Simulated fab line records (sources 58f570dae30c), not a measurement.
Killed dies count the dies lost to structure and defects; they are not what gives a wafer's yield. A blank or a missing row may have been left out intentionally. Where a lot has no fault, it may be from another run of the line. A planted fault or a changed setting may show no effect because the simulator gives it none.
A lot that was struck, set against a sound lot || flow berkeleyCmos170 || 24 steps out of a route of 331
Sound: these wafers, L366.1, L366.2, L366.4. Wafers L373.2, L373.4, L373.5 were the ones struck. The cause is given at the end.
Each step with rows lists, per side, the tool, then ch with its chambers, then its first start. Under that, the readings that differ: sound wafers || struck wafers || difference of the means || sigmas: that difference in standard deviations of wafers without a fault.
alike: same words and numbers on both sides, and readings whose means sit less than 2 such deviations apart. not compared: any withheld reading, any reading some wafer has no value for, any bound like >300 that may hide the same value, and any number with overlapping values for which the record gives no deviation.
Wherever a step has rows on one side only, a row that says differs or no value, or a row with sigmas, the two part there. Numbers that don't overlap but have no deviation are shown without sigmas and don't part them. A reading missing from all wafers of one side parts the sides only when that side holds two or more wafers.

UCB170_V1_STRIP_15: strips in O2.
  sound on plasmaAsher-04 ch 0,1, day 8 18:05; struck on plasmaAsher-02 ch 1, day 9 22:59
  alike: drypumpMotorCurrentA, oesProductAu, stripTimeToEndpointS
  not compared: rfHoursCounterH
UCB170_V1_CD_MEAS_90: the cd target is 700 nm.
  struck on cdSem-01, day 9 23:07; sound on cdSem-01, day 8 18:11
  alike: cdNm
then, 1 step without rows for these wafers: UCB170_M2_PRE_CLEAN_00 (preclean etch time 60 s).
UCB170_M2_SPUTTER_01: material Al, target thk 900 nm, time 120 s.
  struck on pvdSputter-02, day 9 23:17; sound on pvdSputter-04, day 8 18:23
  alike: throttleValvePct
UCB170_M2_RS_MEAS_02: measures by four-point-probe.
  struck on filmMetro-02, day 9 23:23; sound on filmMetro-04, day 8 18:28
  alike: M2_AL_RS
UCB170_M2_THK_MEAS_03: measures by xrf.
  struck on filmMetro-02, day 9 23:29; sound on filmMetro-04, day 8 18:35
  alike: M2_AL_THK
then, 3 steps without rows for these wafers: UCB170_M2_HMDS_04 (prime time 60 s); UCB170_M2_COAT_05 (resist thk 900 nm); UCB170_M2_SOFTBAKE_06 (time 60 s).
UCB170_M2_STRIP_07: strips in O2.
  sound on plasmaAsher-02 ch 0,1, day 8 19:05; struck on plasmaAsher-03 ch 0,1, day 9 23:59
  alike: drypumpMotorCurrentA, oesProductAu, stripTimeToEndpointS
  not compared: rfHoursCounterH
then, 2 steps without rows for these wafers: UCB170_M2_STRIP_08 (strips KrF in DMSO, time 600 s); UCB170_M2_COAT_09.
UCB170_M2_COAT_10: resist thk 900 nm.
  sound on lithoTrack-01 ch 0, day 8 19:00; struck on lithoTrack-01 ch 0, day 10 00:00
{"reading": "model.KrF_of_M2_COAT_10.thkNm (nm)", "sound": "904 900.1 902.7", "struck": "693.1 697.2 692.7", "difference": -207.9, "sigmas": ""}
then, 4 steps without rows for these wafers: UCB170_M2_SOFTBAKE_11 (time 60 s); UCB170_M2_EXPOSE_12 (exposes mask METAL2, target cd 700 nm); UCB170_M2_PEB_13; UCB170_M2_DEVELOP_14 (develop time 45 s).
UCB170_M2_CD_MEAS_15: the cd target is 700 nm.
  struck on cdSem-02, day 10 01:42; sound on cdSem-02, day 8 20:44
{"reading": "cdNm (nm)", "sound": "700.2 701.0 701.3", "struck": "689.6 689.0 689.3", "difference": -11.5, "sigmas": -10}
UCB170_M2_OVL_MEAS_16:
  struck on overlay-01, day 10 01:49; sound on overlay-02, day 8 20:51
{"reading": "M2_OVL (nm)", "sound": "-15 -4 -7", "struck": "6 8 -1", "difference": "+13", "sigmas": "+2"}
UCB170_M2_ETCH_17: etches BARC in N2/H2.
  sound on rieDiel-02 ch 1,2,3, day 8 20:53; struck on rieDiel-04 ch 1,2,3, day 10 01:50
{"reading": "model.M2.cdNm (nm)", "sound": "699.7 701.2 702.6", "struck": "690.2 688.8 688.4", "difference": -12.0, "sigmas": ""}
  alike: drypumpMotorCurrentA, oesProductAu, throttleValvePct
UCB170_M2_METAL_ETCH_18: etches Al in Cl2/BCl3, stops on SiO2, target depth 1170 nm, time 195 s.
  sound on rieMetal-02 ch 0,1, day 8 20:56; struck on rieMetal-03 ch 0,1, day 10 01:53
{"reading": "model.KrF_of_M2_COAT_10.thkNm (nm)", "sound": "230.8 192.8 195.2", "struck": "0 0 0", "difference": -206, "sigmas": ""}
{"reading": "model.M2.cdNm (nm)", "sound": "703.6 698.8 699.1", "struck": "691.2 684.9 687.4", "difference": -12.7, "sigmas": ""}
  alike: drypumpMotorCurrentA, oesProductAu, throttleValvePct
  not compared: rfHoursCounterH
UCB170_M2_STRIP_19: strips in O2.
  sound on plasmaAsher-02 ch 0,1, day 8 21:07; struck on plasmaAsher-02 ch 0,1, day 10 02:04
{"reading": "oesProductAu (a.u.)", "sound": "0.567 0.528 0.527", "struck": "0.311 0.308 0.312", "difference": -0.230, "sigmas": -14}
  alike: drypumpMotorCurrentA
  not compared: rfHoursCounterH
UCB170_M2_CD_MEAS_90: the cd target is 700 nm.
  struck on cdSem-02, day 10 02:15; sound on cdSem-01, day 8 21:13
{"reading": "cdNm (nm)", "sound": "704 699 699", "struck": "691 685 687", "difference": -13, "sigmas": -4}
UCB170_M3_PROBE_99:
  the record has rows for the struck wafers here (prober-02, day 10 09:49) and none for the sound ones

WHERE THEY PART
Last at UCB170_M3_PROBE_99 as far as this record goes, first at UCB170_M2_CD_MEAS_15.

WHY: whatever the simulator had introduced
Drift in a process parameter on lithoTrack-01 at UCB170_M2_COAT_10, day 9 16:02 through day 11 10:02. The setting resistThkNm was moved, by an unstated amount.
